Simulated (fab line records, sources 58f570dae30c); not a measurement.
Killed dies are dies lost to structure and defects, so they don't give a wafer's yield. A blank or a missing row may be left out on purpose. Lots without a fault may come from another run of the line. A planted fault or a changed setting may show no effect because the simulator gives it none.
Which tool did it? | flow berkeley_cmos170 | 15 lots, 45 wafers sampled, at 3 steps of a route of 331

WHAT THE GAUGES READ, wafer by wafer
UCB170_NLDD_TW_MEAS_11. Usual: NLDD_TW 2228, standard deviation 15.
lot  | measured     | on            | NLDD_TW        | flag
L926 | day 6 08:26  | film_metro-02 | 2241 2243 2244 |
L927 | day 6 09:20  | film_metro-02 | 2235 2236 2243 |
L928 | day 6 12:08  | film_metro-03 | 2228 2213 2224 |
L929 | day 6 16:14  | film_metro-02 | 2223 2226 2230 |
L930 | day 6 16:33  | film_metro-03 | 2221 2217 2231 |
L931 | day 7 21:04  | film_metro-02 | 2237 2234 2243 |
L933 | day 7 21:31  | film_metro-02 | 2235 2238 2230 |
L934 | day 7 21:36  | film_metro-02 | 2232 2239 2235 |
L932 | day 7 21:56  | film_metro-04 | 2246 2226 2221 |
L935 | day 8 01:56  | film_metro-03 | 2211 2209 2224 |
L938 | day 8 13:29  | film_metro-03 | 2103 2112 2107 | OFF
L941 | day 9 10:51  | film_metro-04 | 2141 2141 2140 | OFF
L939 | day 9 11:34  | film_metro-04 | 2140 2154 2146 | OFF
L940 | day 9 11:43  | film_metro-03 | 2209 2202 2210 |
L947 | day 10 11:24 | film_metro-02 | 2244 2240 2247 |

UCB170_SDANNEAL_RS_MEAS_05: measures by four-point-probe. Usual: NLDD_RS 616.4 ohm/sq, standard deviation 1.4.
lot  | measured     | on            | NLDD_RS (ohm/sq)  | flag
L926 | day 6 21:37  | film_metro-02 | 617.1 618.3 617.3 |
L927 | day 6 21:23  | film_metro-04 | 614.7 615.4 618.1 |
L928 | day 6 21:35  | film_metro-03 | 616.7 616.3 617.8 |
L929 | day 7 09:50  | film_metro-03 | 616.1 616.4 616.2 |
L930 | day 7 09:52  | film_metro-04 | 615.4 614.5 613.5 |
L931 | day 8 12:13  | film_metro-02 | 616.8 616.8 614.0 |
L933 | day 8 12:51  | film_metro-02 | 615.5 615.7 618.6 |
L934 | day 8 12:46  | film_metro-04 | 615.0 615.2 617.4 |
L932 | day 8 12:18  | film_metro-04 | 615.9 616.3 615.9 |
L935 | day 8 12:58  | film_metro-03 | 615.0 614.4 614.0 |
L938 | day 8 23:22  | film_metro-02 | 698.8 698.2 699.2 | OFF
L941 | day 9 20:11  | film_metro-03 | 698.8 697.2 697.0 | OFF
L939 | day 9 20:41  | film_metro-03 | 696.9 695.1 693.9 | OFF
L940 | day 9 20:31  | film_metro-04 | 617.2 615.7 615.5 |
L947 | day 10 20:56 | film_metro-04 | 616.3 616.1 614.8 |

WHICH TOOL RAN EACH LOT (tool, then ch and the chambers of the sampled wafers, then the start)
lot  | UCB170_NLDD_IMPLANT_09
L926 | implanter-01 ch 0, day 6 08:11
L927 | implanter-03 ch 0, day 6 09:06
L928 | implanter-04 ch 0, day 6 11:53
L929 | implanter-01 ch 0, day 6 15:59
L930 | implanter-04 ch 0, day 6 16:20
L931 | implanter-03 ch 0, day 7 20:49
L933 | implanter-01 ch 0, day 7 21:18
L934 | implanter-03 ch 0, day 7 21:21
L932 | implanter-01 ch 0, day 7 21:43
L935 | implanter-01 ch 0, day 8 01:44
L938 | implanter-03 ch 0, day 8 13:17
L941 | implanter-03 ch 0, day 9 10:37
L939 | implanter-03 ch 0, day 9 11:20
L940 | implanter-01 ch 0, day 9 11:30
L947 | implanter-01 ch 0, day 10 11:09
- UCB170_NLDD_IMPLANT_09

WHAT THE TOOLS THEMSELVES READ (means of the sampled wafers that have a number; where no wafer has one, the mark that the record gives instead)
UCB170_NLDD_IMPLANT_09. Usual: dose_ions_cm2 4.999e+13, standard deviation 5.6e+10; faraday_current_uA 159, standard deviation 3.4; rotation_deg 180.00 degrees, standard deviation 0.032.
lot  | tool         | dose_ions_cm2 | faraday_current_uA | rotation_deg (degrees) | flag
L926 | implanter-01 | 4.999e+13     | 156                | 180.01                 |
L927 | implanter-03 | 4.996e+13     | 158                | 180.01                 |
L928 | implanter-04 | 5.006e+13     | 161                | 179.97                 |
L929 | implanter-01 | 4.999e+13     | 159                | 180.00                 |
L930 | implanter-04 | 5.000e+13     | 159                | 180.03                 |
L931 | implanter-03 | 4.998e+13     | 157                | 179.96                 |
L933 | implanter-01 | 4.994e+13     | 161                | 180.01                 |
L934 | implanter-03 | 5.003e+13     | 158                | 180.02                 |
L932 | implanter-01 | 4.995e+13     | 158                | 179.96                 |
L935 | implanter-01 | 4.991e+13     | 159                | 179.98                 |
L938 | implanter-03 | 3.347e+13     | 106                | 180.01                 | OFF
L941 | implanter-03 | 3.355e+13     | 106                | 180.02                 | OFF
L939 | implanter-03 | 3.356e+13     | 107                | 180.02                 | OFF
L940 | implanter-01 | 4.995e+13     | 161                | 179.95                 |
L947 | implanter-01 | 5.004e+13     | 160                | 179.99                 |

THE ANSWER, worked out from the rows above alone
Rule: a lot is off if the mean of its wafers that have a number lies more than 3 standard deviations from the usual mean. A lot without any number at a reading at which 4 lots or more have one is off too. The other lots that the step has rows for count as sound. The gauges are gone through in route order, then the tools' own readings, and for those a lot's mean is taken as printed above. The first step at which some lot is off is used, and at that step the reading that is off furthest; a lot without a number counts as furthest.
Off: L938, L941, L939, at UCB170_NLDD_TW_MEAS_11 (NLDD_TW).
A tool fits if, at a process step before that reading, it ran every lot that is off, and no sound lot after the first of them. The gauges at UCB170_NLDD_TW_MEAS_11 aren't tried: what is off there is off at UCB170_NLDD_IMPLANT_09 too, on other tools, and a gauge's error can't cause that. One fits: implanter-03 at UCB170_NLDD_IMPLANT_09. Its last sound lot is L934 (day 7 21:21), its first lot that is off L938 (day 8 13:17): a fault that began between those two fits.
The tool's own readings at UCB170_NLDD_IMPLANT_09 bear it out: on the lots that are off they differ by more than 5 times the standard deviation of the sound lots' means. dose_ions_cm2 reads 3.353e+13 there against 4.998e+13 on the sound lots; faraday_current_uA reads 106 there against 159 on the sound lots.

WHAT THE SIMULATOR HAD PUT IN
Process parameter drift: implanter-03, from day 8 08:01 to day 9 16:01, at UCB170_NLDD_IMPLANT_09. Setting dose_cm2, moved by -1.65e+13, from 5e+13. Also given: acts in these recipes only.
Lots struck among those shown: L938, L941, L939. The rule above found the same.
